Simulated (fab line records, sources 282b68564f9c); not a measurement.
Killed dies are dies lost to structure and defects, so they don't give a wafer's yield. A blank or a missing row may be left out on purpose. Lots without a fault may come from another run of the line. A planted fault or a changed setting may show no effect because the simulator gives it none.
One fault seen from 2 desks | flow rit_cmos | each desk has only its own numbers; what lay behind them comes last

THE METROLOGY DESK
What the gauges read, lot by lot, whatever tool the lot ran on: means of the sampled wafers that have a number. A lot is out of limits, marked OUT, if its mean lies more than 4 standard deviations from the usual mean; the brackets give that distance.
Columns: A = M1_AL_RS at RIT_M1_RS_MEAS_01, usual 0.0733 ohm/sq; B = M1_AL_THK at RIT_M1_THK_MEAS_02, usual 397 nm
lot  | first seen here | A      | B
L227 | day 3 06:05     | 0.0735 | 395
L228 | day 3 11:11     | 0.0728 | 402
L230 | day 3 20:07     | 0.0733 | 398
L231 | day 4 02:22     | 0.0741 | 396
L232 | day 4 09:27     | 0.0728 | 399
L233 | day 4 11:40     | 0.0735 | 396
L234 | day 4 16:23     | 0.0730 | 394
L235 | day 4 22:15     | 0.0737 | 389
L239 | day 5 18:11     | 0.0748 | 389
L245 | day 7 05:19     | 0.0747 | 391
L246 | day 7 06:53     | 0.0735 | 397
L248 | day 7 14:56     | 0.0730 | 396
L250 | day 8 01:07     | 0.0732 | 398
This desk's finding: nothing out of limits on any of the 13 lots.

THE TOOL OWNER'S DESK: pvd_sputter-04
The tool's own readings at RIT_M1_SPUTTER_00 (material Al, target thk 400 nm, time 500 s): means of the sampled wafers that have a number, for each lot that ran on this tool. A lot is out of limits, marked OUT, if its mean lies more than 4 standard deviations from the usual mean; the brackets give that distance.
Columns: A = chamber_pressure_pa at RIT_M1_SPUTTER_00, usual 0.4000 Pa; B = throttle_valve_pct at RIT_M1_SPUTTER_00, usual 30.1 %
lot  | first seen here | A      | B
L227 | day 3 05:47     | 0.4002 | 30.5
L231 | day 4 02:03     | 0.3998 | 29.9
L233 | day 4 11:23     | 0.3994 | 30.6
L235 | day 4 21:58     | 0.4000 | 30.2
L239 | day 5 17:53     | 0.3994 | 30.1
This desk's finding: nothing out of limits on any of the 5 lots.

PUT TOGETHER
The metrology desk saw nothing out of limits.
The tool owner's desk saw nothing out of limits.

WHAT THE SIMULATOR HAD PUT IN
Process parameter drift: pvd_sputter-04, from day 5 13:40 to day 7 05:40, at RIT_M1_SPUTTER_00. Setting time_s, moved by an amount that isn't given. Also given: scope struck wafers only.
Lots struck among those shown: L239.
